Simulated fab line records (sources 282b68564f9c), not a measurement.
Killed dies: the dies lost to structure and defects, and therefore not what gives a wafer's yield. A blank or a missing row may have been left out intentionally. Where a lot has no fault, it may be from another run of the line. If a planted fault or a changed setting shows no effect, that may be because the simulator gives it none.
fab line records -- flow rit-cmos
[record] lots = 5, wafers = 15, last-day = 5
route steps=202 shown ACTIVE@14 FOX1@20 FOX2@23 NWELL@28 PWELL@39 WELLDRIVE@50 NRETRO@53 M1@202
lots that met no fault: taken from a fault-free run of the same line
start-h: the number of hours between the record's first day and the start of the first shown wafer of the lot -- wait-h: how many hours have passed since the lot's step before this one -- " as in the row above -- L1.1+2: a row that stands for several wafers -- - no value, or no start was given -- * or withheld: withheld -- < > ~ a bound
route shown NAME@n: a module of which the file shows steps, and the number in the route of the first -- usual: mean/standard deviation of fault-free wafers -- same: alike in all rows -- chamber/n: place in a boat -- sites: the reading at each site -- _std_site: the values' standard deviation -- _edge_site: inner sites' mean taken away from outer sites' mean -- radius-mm: how far each site lies from the wafer's centre -- mask NAME#n: copy n -- behind: the most recent tool/chamber to have shaped the wafer -- hold: what put the lot on hold/how long, in hours/how the hold closed -- device: names the non-switching transistor (n, p or np) -- end of line: the route-end tests of the same wafers -- a step with no rows: only its recipe -- killed: dies lost to structure and defects at the first sort, not the wafer's yield -- map: dies across one wafer; x = killed, . = not, _ = none there
set.NAME: the setting that was run; set.NAME@STEP: the one run at that earlier step -- model.NAME: the simulator's own value behind a step, which no gauge read
lots at some steps of the route; a table a step, a row a wafer
services: from which hour (start-h, from the record's first day; less than 0 if before it) a tool's chamber was out of use, for how many hours, and why
[[steps]]
[step RIT_ACTIVE_ETCH_13]
[recipe] stop-on = SiO2, chemistry = SF6, target = Si3N4, time-s = 210, over-etch-frac = 0.4, SF6_flow_sccm = 200, pressure-mtorr = 260, rf-w = 122.5, target-depth-a = 2100
[usual] drypump-motor-current-A = 5.71/0.23, oes-product-au = 0.827/0.019, throttle-valve-pct = 7.49/0.11
[same] over-etch-frac = 0.4
lot.wafer,tool,chamber,start-h,wait-h,drypump-motor-current-A,oes-product-au,rf-hours-counter-h,throttle-valve-pct
L671.1,rie-diel-01,2,20.05,0.1,5.44,0.819,121,7.44
L671.3,rie-diel-01,0,20.05,0.1,5.16,0.820,166,7.49
L671.4,rie-diel-01,3,20.05,0.1,5.41,0.847,5,7.63
L676.2,rie-diel-03,3,39.89,0.1,5.83,0.798,66,7.71
L676.4,rie-diel-03,3,39.89,0.1,5.80,0.802,-,7.73
L676.6,rie-diel-03,1,39.89,0.1,5.52,0.806,-,7.46
L679.2,rie-diel-02,2,59.84,0.1,6.06,0.846,82,7.42
L679.3,rie-diel-02,1,59.84,0.1,5.74,0.854,58,7.53
L679.5,rie-diel-02,1,59.84,0.1,5.73,0.849,-,7.52
L680.3,rie-diel-01,0,59.96,0.1,5.16,0.824,167,7.51
L680.4,rie-diel-01,0,59.96,0.1,5.17,0.822,-,7.51
L680.5,rie-diel-01,2,59.96,0.1,5.44,0.837,-,7.42
L683.1,rie-diel-02,0,76.30,0.1,5.63,0.805,8,7.29
L683.2,rie-diel-02,2,76.30,0.1,6.07,0.841,82,7.44
L683.6,rie-diel-02,0,76.30,0.1,5.61,0.809,-,7.30
[step RIT_ACTIVE_STRIP_14]
[recipe] chemistry = O2, time-s = 180, resist = NOVOLAK, platen-temp-c = withheld, power-w = 500, pressure-mtorr = 4000, o2-flow-sccm = 4000
[usual] drypump-motor-current-A = 6.1/0.43
lot.wafer,tool,chamber,start-h,wait-h,drypump-motor-current-A,rf-hours-counter-h
L671.1,plasma-asher-03,0,20.18,0.1,6.1,36
L671.3,plasma-asher-03,1,20.18,0.1,6.3,-
L671.4,plasma-asher-03,0,20.18,0.1,6.1,-
L676.2,plasma-asher-03,0,40.02,0.1,6.1,39
L676.4,plasma-asher-03,1,40.02,0.1,6.4,-
L676.6,plasma-asher-03,0,40.02,0.1,6.1,-
L679.2,plasma-asher-03,0,59.97,0.1,6.1,42
L679.3,plasma-asher-03,1,59.97,0.1,6.3,-
L679.5,plasma-asher-03,0,59.97,0.1,6.1,-
L680.3,plasma-asher-02,0,60.15,0.1,6.4,-
L680.4,plasma-asher-02,1,60.15,0.1,6.5,-
L680.5,plasma-asher-02,1,60.15,0.1,6.5,-
L683.1,plasma-asher-03,0,76.44,0.1,6.1,44
L683.2,plasma-asher-03,1,76.44,0.1,6.3,44
L683.6,plasma-asher-03,1,76.44,0.1,6.3,-
[step RIT_ACTIVE_CD_MEAS_90]
[recipe] target-cd-nm = 1400
[usual] cd-nm = 1400.3/2.1
lot.wafer,tool,chamber,start-h,wait-h,cd-nm
L671.1,cd-sem-01,-,20.35,0.1,1398.0
L671.3,cd-sem-01,-,20.35,0.1,1397.3
L671.4,cd-sem-01,-,20.35,0.1,1398.3
L676.2,cd-sem-02,-,40.23,0.2,1398.7
L676.4,cd-sem-02,-,40.23,0.2,1399.3
L676.6,cd-sem-02,-,40.23,0.2,1400.4
L679.2,cd-sem-02,-,60.17,0.1,1399.1
L679.3,cd-sem-02,-,60.17,0.1,1398.5
L679.5,cd-sem-02,-,60.17,0.1,1398.3
L680.3,cd-sem-01,-,60.31,0.1,1403.7
L680.4,cd-sem-01,-,60.31,0.1,1404.5
L680.5,cd-sem-01,-,60.31,0.1,1404.1
L683.1,cd-sem-01,-,76.61,0.1,1397.6
L683.2,cd-sem-01,-,76.61,0.1,1397.3
L683.6,cd-sem-01,-,76.61,0.1,1396.7
[step RIT_ACTIVE_CLEAN_15]
[recipe] chemistry = SC1, mix = 3:3:50, time-s = 600, temp-c = 75
[step RIT_ACTIVE_CLEAN_16]
[recipe] chemistry = dHF, dilution = 50:1, time-s = 30
[step RIT_ACTIVE_CLEAN_17]
[recipe] chemistry = SC2, mix = 3:3:50, time-s = 600, temp-c = 75, dry = n2-spin
[step RIT_FOX1_OXIDATION_00]
[recipe] temp-c = 1100, ambient = H2O, target-thk-a = 3507, p-h2o-torr = 720, ox-time-s = 1130
[step RIT_FOX1_THK_MEAS_01]
[recipe] reads = SiO2_of_FOX1_OXIDATION_00
[usual] FOX1_OXIDE_THK = 348/6.5
lot.wafer,tool,chamber,start-h,wait-h,FOX1_OXIDE_THK[nm]
L671.1,film-metro-02,-,23.06,0.0,348
L671.3,film-metro-02,-,23.06,0.0,352
L671.4,film-metro-02,-,23.06,0.0,352
L676.2,film-metro-02,-,43.46,0.0,347
L676.4,film-metro-02,-,43.46,0.0,341
L676.6,film-metro-02,-,43.46,0.0,344
L679.2,film-metro-01,-,65.05,0.0,354
L679.3,film-metro-01,-,65.05,0.0,352
L679.5,film-metro-01,-,65.05,0.0,353
L680.3,film-metro-04,-,65.06,0.0,349
L680.4,film-metro-04,-,65.06,0.0,352
L680.5,film-metro-04,-,65.06,0.0,354
L683.1,film-metro-01,-,79.57,0.0,345
L683.2,film-metro-01,-,79.57,0.0,350
L683.6,film-metro-01,-,79.57,0.0,345
[step RIT_FOX1_WET_ETCH_02]
[recipe] chemistry = BOE, target-depth-nm = 350, time-s = 390, temp-c = 21.5, dry = n2-spin, dilution = 10:1, target = SiO2
[step RIT_FOX2_OXIDATION_00]
[recipe] temp-c = 1100, ambient = H2O, target-thk-a = 3507, p-h2o-torr = 720, ox-time-s = 1130
[step RIT_FOX2_THK_MEAS_01]
[recipe] reads = SiO2_of_FOX2_OXIDATION_00
[usual] FOX2_OXIDE_THK = 348/6.6
lot.wafer,tool,chamber,start-h,wait-h,FOX2_OXIDE_THK[nm]
L671.1,film-metro-01,-,24.62,0.0,347
L671.3,film-metro-01,-,24.62,0.0,347
L671.4,film-metro-01,-,24.62,0.0,348
L676.2,film-metro-03,-,45.15,0.0,342
L676.4,film-metro-03,-,45.15,0.0,347
L676.6,film-metro-03,-,45.15,0.0,348
L679.2,film-metro-01,-,66.54,0.0,338
L679.3,film-metro-01,-,66.54,0.0,333
L679.5,film-metro-01,-,66.54,0.0,338
L680.3,film-metro-02,-,66.55,0.0,339
L680.4,film-metro-02,-,66.55,0.0,335
L680.5,film-metro-02,-,66.55,0.0,345
L683.1,film-metro-02,-,81.14,0.0,347
L683.2,film-metro-02,-,81.14,0.0,343
L683.6,film-metro-02,-,81.14,0.0,349
[step RIT_FOX2_CLEAN_02]
[recipe] chemistry = dHF, dilution = 50:1, time-s = 180
[step RIT_FOX2_WET_ETCH_03]
[recipe] chemistry = H3PO4, target = Si3N4, target-depth-nm = 195, temp-c = 165, time-s = 2659
lot.wafer,tool,chamber,start-h,wait-h
L671.1+3+4,wet-bench-04,0,24.74,0.0
L676.2+4+6,wet-bench-02,3,45.26,0.0
L679.2+3+5,wet-bench-01,2,66.65,0.0
L680.3+4+5,wet-bench-01,3,66.65,0.0
L683.1+2+6,wet-bench-01,0,81.25,0.0
[step RIT_FOX2_THK_MEAS_90]
[recipe] reads = SiO2_of_FOX2_OXIDATION_00
[usual] FIELD_OXIDE_LEFT_1_THK = 321/6.6
lot.wafer,tool,chamber,start-h,wait-h,FIELD_OXIDE_LEFT_1_THK[nm]
L671.1,film-metro-01,-,25.50,0.0,320
L671.3,film-metro-01,-,25.50,0.0,319
L671.4,film-metro-01,-,25.50,0.0,321
L676.2,film-metro-01,-,46.03,0.0,315
L676.4,film-metro-01,-,46.03,0.0,320
L676.6,film-metro-01,-,46.03,0.0,321
L679.2,film-metro-01,-,68.31,0.0,311
L679.3,film-metro-01,-,68.31,0.0,306
L679.5,film-metro-01,-,68.31,0.0,311
L680.3,film-metro-03,-,68.32,0.0,312
L680.4,film-metro-03,-,68.32,0.0,308
L680.5,film-metro-03,-,68.32,0.0,318
L683.1,film-metro-03,-,82.24,0.0,319
L683.2,film-metro-03,-,82.24,0.0,315
L683.6,film-metro-03,-,82.24,0.0,321
[step RIT_NWELL_HMDS_00]
[recipe] prime-time-s = 60, prime-temp-c = 140
[step RIT_NWELL_COAT_01]
[recipe] resist = NOVOLAK, spin-rpm = 2000, resist-thk-nm = 1300
[step RIT_NWELL_SOFTBAKE_02]
[recipe] resist = NOVOLAK, temp-c = 90, time-s = 60
[step RIT_NWELL_EXPOSE_03]
[recipe] mask-id = M2, na = 0.57, target-cd-nm = 43900, dose-mj = 250
[step RIT_NWELL_PEB_04]
[recipe] resist = NOVOLAK, temp-c = withheld, time-s = withheld
[step RIT_NWELL_DEVELOP_05]
[recipe] resist = NOVOLAK, develop-time-s = 68, dev-temp-c = 23
[step RIT_NWELL_OVL_MEAS_06]
[usual] NWELL_OVL = 0.7/1.4
lot.wafer,tool,chamber,start-h,wait-h,NWELL_OVL[nm]
L671.1,overlay-02,-,26.46,-,2.8
L671.3,overlay-02,-,26.46,-,3.3
L671.4,overlay-02,-,26.46,-,3.4
L676.2,overlay-01,-,47.15,-,-0.7
L676.4,overlay-01,-,47.15,-,0.5
L676.6,overlay-01,-,47.15,-,0.6
L679.2,overlay-02,-,69.37,-,0.5
L679.3,overlay-02,-,69.37,-,0.7
L679.5,overlay-02,-,69.37,-,0.6
L680.3,overlay-01,-,69.69,-,-1.2
L680.4,overlay-01,-,69.69,-,-0.1
L680.5,overlay-01,-,69.69,-,-0.1
L683.1,overlay-02,-,83.20,-,-0.8
L683.2,overlay-02,-,83.20,-,1.1
L683.6,overlay-02,-,83.20,-,-0.3
[step RIT_NWELL_HARDBAKE_07]
[recipe] resist = NOVOLAK, temp-c = 140, time-s = 120
[step RIT_NWELL_IMPLANT_08]
[recipe] species = P, energy-kev = 170, dose-cm2 = 5e+13, tilt-deg = 7
[step RIT_NWELL_STRIP_09]
[recipe] chemistry = O2, time-s = 180, resist = NOVOLAK, platen-temp-c = withheld, power-w = 500, pressure-mtorr = 4000, o2-flow-sccm = 4000
[usual] drypump-motor-current-A = 5.9/0.48
lot.wafer,tool,chamber,start-h,wait-h,drypump-motor-current-A,rf-hours-counter-h
L671.1,plasma-asher-01,0,26.90,0.1,6.2,22
L671.3,plasma-asher-01,1,26.90,0.1,5.2,-
L671.4,plasma-asher-01,0,26.90,0.1,6.2,-
L676.2,plasma-asher-01,0,47.58,0.1,6.2,25
L676.4,plasma-asher-01,1,47.58,0.1,5.2,-
L676.6,plasma-asher-01,1,47.58,0.1,5.2,-
L679.2,plasma-asher-02,1,70.08,0.1,6.5,44
L679.3,plasma-asher-02,1,70.08,0.1,6.5,-
L679.5,plasma-asher-02,1,70.08,0.1,6.5,-
L680.3,plasma-asher-01,0,70.17,0.1,6.2,-
L680.4,plasma-asher-01,1,70.17,0.1,5.2,-
L680.5,plasma-asher-01,0,70.17,0.1,6.2,-
L683.1,plasma-asher-04,0,83.63,0.1,5.8,39
L683.2,plasma-asher-04,1,83.63,0.1,5.6,39
L683.6,plasma-asher-04,0,83.63,0.1,5.9,-
[step RIT_NWELL_TW_MEAS_10]
[usual] NWELL_TW = 2143/19
lot.wafer,tool,chamber,start-h,wait-h,NWELL_TW
L671.1,film-metro-01,-,27.07,0.1,2148
L671.3,film-metro-01,-,27.07,0.1,2150
L671.4,film-metro-01,-,27.07,0.1,2133
L676.2,film-metro-01,-,47.76,0.1,2147
L676.4,film-metro-01,-,47.76,0.1,2148
L676.6,film-metro-01,-,47.76,0.1,2150
L679.2,film-metro-01,-,70.26,0.1,2158
L679.3,film-metro-01,-,70.26,0.1,2155
L679.5,film-metro-01,-,70.26,0.1,2154
L680.3,film-metro-03,-,70.31,0.1,2161
L680.4,film-metro-03,-,70.31,0.1,2164
L680.5,film-metro-03,-,70.31,0.1,2176
L683.1,film-metro-01,-,83.81,0.1,2154
L683.2,film-metro-01,-,83.81,0.1,2156
L683.6,film-metro-01,-,83.81,0.1,2147
[step RIT_PWELL_HMDS_00]
[recipe] prime-time-s = 60, prime-temp-c = 140
[step RIT_PWELL_COAT_01]
[recipe] resist = NOVOLAK, spin-rpm = 2000, resist-thk-nm = 1300
[step RIT_PWELL_SOFTBAKE_02]
[recipe] resist = NOVOLAK, temp-c = 90, time-s = 60
[step RIT_PWELL_EXPOSE_03]
[recipe] mask-id = M3, na = 0.57, target-cd-nm = 43700, dose-mj = 250
[step RIT_PWELL_PEB_04]
[recipe] resist = NOVOLAK, temp-c = withheld, time-s = withheld
[step RIT_PWELL_DEVELOP_05]
[recipe] resist = NOVOLAK, develop-time-s = 68, dev-temp-c = 23
[step RIT_PWELL_OVL_MEAS_06]
[usual] PWELL_OVL = 1.4/1.2
lot.wafer,tool,chamber,start-h,wait-h,PWELL_OVL[nm]
L671.1,overlay-01,-,28.22,-,1.4
L671.3,overlay-01,-,28.22,-,3.6
L671.4,overlay-01,-,28.22,-,2.1
L676.2,overlay-02,-,48.88,-,0.5
L676.4,overlay-02,-,48.88,-,-0.1
L676.6,overlay-02,-,48.88,-,1.6
L679.2,overlay-01,-,71.33,-,0.8
L679.3,overlay-01,-,71.33,-,2.8
L679.5,overlay-01,-,71.33,-,2.3
L680.3,overlay-02,-,71.57,-,0.2
L680.4,overlay-02,-,71.57,-,1.5
L680.5,overlay-02,-,71.57,-,1.0
L683.1,overlay-02,-,84.87,-,2.1
L683.2,overlay-02,-,84.87,-,0.7
L683.6,overlay-02,-,84.87,-,0.6
[step RIT_PWELL_HARDBAKE_07]
[recipe] resist = NOVOLAK, temp-c = 140, time-s = 120
[step RIT_PWELL_IMPLANT_08]
[recipe] species = B, energy-kev = 170, dose-cm2 = 7e+13, tilt-deg = 7
[step RIT_PWELL_STRIP_09]
[recipe] chemistry = O2, time-s = 180, resist = NOVOLAK, platen-temp-c = withheld, power-w = 500, pressure-mtorr = 4000, o2-flow-sccm = 4162
[usual] drypump-motor-current-A = 5.9/0.45
lot.wafer,tool,chamber,start-h,wait-h,drypump-motor-current-A,rf-hours-counter-h
L671.1,plasma-asher-04,0,28.65,0.1,5.9,35
L671.3,plasma-asher-04,0,28.65,0.1,5.8,-
L671.4,plasma-asher-04,1,28.65,0.1,5.6,-
L676.2,plasma-asher-01,1,49.31,0.1,5.2,26
L676.4,plasma-asher-01,0,49.31,0.1,6.2,-
L676.6,plasma-asher-01,0,49.31,0.1,6.2,-
L679.2,plasma-asher-03,0,71.76,0.1,6.0,43
L679.3,plasma-asher-03,1,71.76,0.1,6.3,-
L679.5,plasma-asher-03,1,71.76,0.1,6.4,-
L680.3,plasma-asher-01,0,72.06,0.1,6.2,-
L680.4,plasma-asher-01,1,72.06,0.1,5.2,-
L680.5,plasma-asher-01,1,72.06,0.1,5.1,-
L683.1,plasma-asher-04,0,85.31,0.1,5.9,39
L683.2,plasma-asher-04,1,85.31,0.1,5.6,39
L683.6,plasma-asher-04,0,85.31,0.1,5.9,-
[step RIT_PWELL_TW_MEAS_10]
[usual] PWELL_TW = 951/8.7
lot.wafer,tool,chamber,start-h,wait-h,PWELL_TW
L671.1,film-metro-04,-,28.83,0.1,946
L671.3,film-metro-04,-,28.83,0.1,942
L671.4,film-metro-04,-,28.83,0.1,942
L676.2,film-metro-01,-,49.50,0.1,955
L676.4,film-metro-01,-,49.50,0.1,956
L676.6,film-metro-01,-,49.50,0.1,957
L679.2,film-metro-04,-,71.94,0.1,939
L679.3,film-metro-04,-,71.94,0.1,943
L679.5,film-metro-04,-,71.94,0.1,950
L680.3,film-metro-03,-,72.20,0.1,961
L680.4,film-metro-03,-,72.20,0.1,959
L680.5,film-metro-03,-,72.20,0.1,956
L683.1,film-metro-01,-,85.48,0.1,958
L683.2,film-metro-01,-,85.48,0.1,953
L683.6,film-metro-01,-,85.48,0.1,954
[step RIT_WELLDRIVE_ANNEAL_00]
[recipe] temp-c = 1100, time-s = 14700, ambient = N2
[step RIT_WELLDRIVE_RS_MEAS_01]
[recipe] thk-meas-gauge = four-point-probe
[usual] NWELL_RS = 275.9/0.9
lot.wafer,tool,chamber,start-h,wait-h,NWELL_RS[ohm/sq]
L671.1,film-metro-01,-,35.12,0.0,276.0
L671.3,film-metro-01,-,35.12,0.0,275.8
L671.4,film-metro-01,-,35.12,0.0,275.8
L676.2,film-metro-03,-,56.50,0.0,276.4
L676.4,film-metro-03,-,56.50,0.0,275.8
L676.6,film-metro-03,-,56.50,0.0,275.4
L679.2,film-metro-01,-,77.26,0.0,275.6
L679.3,film-metro-01,-,77.26,0.0,275.9
L679.5,film-metro-01,-,77.26,0.0,275.0
L680.3,film-metro-03,-,78.30,0.0,276.0
L680.4,film-metro-03,-,78.30,0.0,276.2
L680.5,film-metro-03,-,78.30,0.0,277.0
L683.1,film-metro-04,-,91.82,0.0,275.3
L683.2,film-metro-04,-,91.82,0.0,275.4
L683.6,film-metro-04,-,91.82,0.0,275.5
[step RIT_WELLDRIVE_RS_MEAS_02]
[recipe] thk-meas-gauge = four-point-probe
[usual] PWELL_RS = 430.2/1.3
lot.wafer,tool,chamber,start-h,wait-h,PWELL_RS[ohm/sq]
L671.1,film-metro-01,-,35.24,0.1,429.7
L671.3,film-metro-01,-,35.24,0.1,430.4
L671.4,film-metro-01,-,35.24,0.1,429.2
L676.2,film-metro-03,-,56.62,0.1,430.8
L676.4,film-metro-03,-,56.62,0.1,431.6
L676.6,film-metro-03,-,56.62,0.1,431.8
L679.2,film-metro-01,-,77.38,0.1,429.4
L679.3,film-metro-01,-,77.38,0.1,430.0
L679.5,film-metro-01,-,77.38,0.1,430.4
L680.3,film-metro-03,-,78.42,0.1,431.3
L680.4,film-metro-03,-,78.42,0.1,430.1
L680.5,film-metro-03,-,78.42,0.1,428.8
L683.1,film-metro-04,-,91.94,0.1,429.1
L683.2,film-metro-04,-,91.94,0.1,430.3
L683.6,film-metro-04,-,91.94,0.1,428.5
[step RIT_NRETRO_HMDS_00]
[recipe] prime-time-s = 60, prime-temp-c = 140
[step RIT_NRETRO_COAT_01]
[recipe] resist = NOVOLAK, spin-rpm = 2000, resist-thk-nm = 1300
[step RIT_NRETRO_SOFTBAKE_02]
[recipe] resist = NOVOLAK, temp-c = 90, time-s = 60
[step RIT_M1_PROBE_99]
[usual] killed_at_M0_to_M3 = 0.0/0.16, killed-at-contacts = 0.1/0.24, killed-at-front-end = 7/3.2, killed-dies = 7/3.2, killed-on-rim = 2.0/1.5, killed-open = 3.4/2, killed-short = 3.5/2.2
[same] gross-dies = 264, killed_at_M4_up = 0, killed-at-back-side = 0, killed-at-other = 0
lot.wafer,tool,chamber,start-h,wait-h,hold,killed_at_M0_to_M3,killed-at-contacts,killed-at-front-end,killed-dies,killed-on-rim,killed-open,killed-short
L671.1,prober-01,-,68.19,0.1,-,0,0,5,5,2,3,2
L671.3,prober-01,-,68.29,0.2,-,0,0,4,4,2,4,0
L671.4,prober-01,-,68.34,0.2,-,0,0,4,4,2,0,4
L680.3,prober-01,-,111.84,0.2,-,0,0,9,9,2,3,6
L680.4,prober-01,-,111.89,0.2,-,0,0,11,11,2,3,8
L680.5,prober-01,-,111.94,0.2,-,0,0,7,7,3,2,5
L683.1,prober-02,-,123.39,0.1,await-dispo/2.3h/release,0,0,33,33,6,0,0
L683.2,prober-02,-,123.44,0.1,await-dispo/2.3h/release,0,0,36,36,5,1,2
L683.6,prober-02,-,123.64,0.2,await-dispo/2.3h/release,0,0,44,44,8,6,1
// killed by level:class
L671.1 REOX:geometric-particle:open=2 GATE:geometric-particle:open=1 REOX:geometric-particle:short=1 SPACER:geometric-particle:short=1
L671.3 SPACER:geometric-particle:open=2 FOX2:geometric-particle:open=1 GATE:geometric-particle:open=1
L671.4 GATE:geometric-particle:short=2 REOX:geometric-particle:short=2
L680.3 GATE:geometric-particle:short=4 GATE:geometric-particle:open=2 FOX1:geometric-particle:short=1 REOX:geometric-particle:short=1 REOX:geometric-particle:open=1
L680.4 GATE:geometric-particle:short=6 GATE:geometric-particle:open=2 ACTIVE:geometric-particle:open=1 FOX1:geometric-particle:short=1 SILICIDE:geometric-particle:short=1
L680.5 GATE:geometric-particle:short=2 GATE:geometric-particle:open=2 SILICIDE:geometric-particle:short=2 REOX:geometric-particle:short=1
L683.1 FOX2:unspecified=33
L683.2 FOX2:unspecified=33 FOX2:geometric-particle:open=1 GATE:geometric-particle:short=1 SILICIDE:geometric-particle:short=1
L683.6 FOX2:unspecified=37 REOX:geometric-particle:open=2 SILICIDE:geometric-particle:open=2 GATE:geometric-particle:open=1 SPACER:geometric-particle:short=1 SPACER:geometric-particle:open=1
// map L683.6 (x killed, . not)
________......._______
_____......x......____
____...............___
___...x.............__
__..................._
__..................._
_.....................
_................x....
_............x..x.....
_x.....x....x.xxxxx...
__..........xxxxxxxx._
__..........xxxxxxx.._
___..........xxxxxxx__
____.........xxxxxx___
_____..........xx.____
________....x.._______
// map L680.4 (x killed, . not)
________......._______
_____....x..x.....____
____...............___
___...x.............__
__...............x..._
__x............x....._
_.....x...............
_.x.....x.............
_.....................
_.....................
__..................._
__..................._
___.................__
____.........x....x___
_____.............____
________......._______
[[services]]
tool,chamber,start-h,hours,kind
rie-diel-02,1,-2.87,5.4,repair
rie-diel-03,2,7.69,4.9,repair
rie-diel-01,1,21.77,9.8,repair
rie-diel-03,0,30.31,-,clean
rie-diel-03,0,30.31,16.5,scheduled-down
rie-diel-03,0,30.31,16.5,vent-cycle
plasma-asher-04,-,46.63,28.1,pm
rie-diel-01,1,57.88,3.0,repair
rie-diel-01,-,73.33,0.3,repair
rie-diel-01,0,73.67,9.9,repair
rie-diel-02,3,74.08,-,clean
rie-diel-02,3,74.08,22.9,scheduled-down
rie-diel-02,3,74.08,22.9,vent-cycle
[[key]]
[first-sign] step = RIT_M1_PROBE_99, reading = killed-at-front-end, direction = up, sigmas = 9.6, usual = 7, struck = 38
[effect] step = RIT_M1_PROBE_99, reading = killed-dies, direction = up, sigmas = 9.6, usual = 7, struck = 38
met-at RIT_FOX2_WET_ETCH_03
struck-wafers L683.1,L683.2,L683.6
tester-left-out L683
also-fits time
[fault] kind = chamber-particle-source, tool = wet-bench-01, chamber = 0, onset-h = 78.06, steps = RIT_FOX2_WET_ETCH_03, rate-per-visit-cm2 = 0.86914, end-h = 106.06
// tester-left-out: of these lots the tester's yield and bins aren't shown, on N5 and GAA mostly nor the transistor test; their killed dies are dies lost to structure and defects alone, not to doping, threshold or leakage, so they don't give the yield
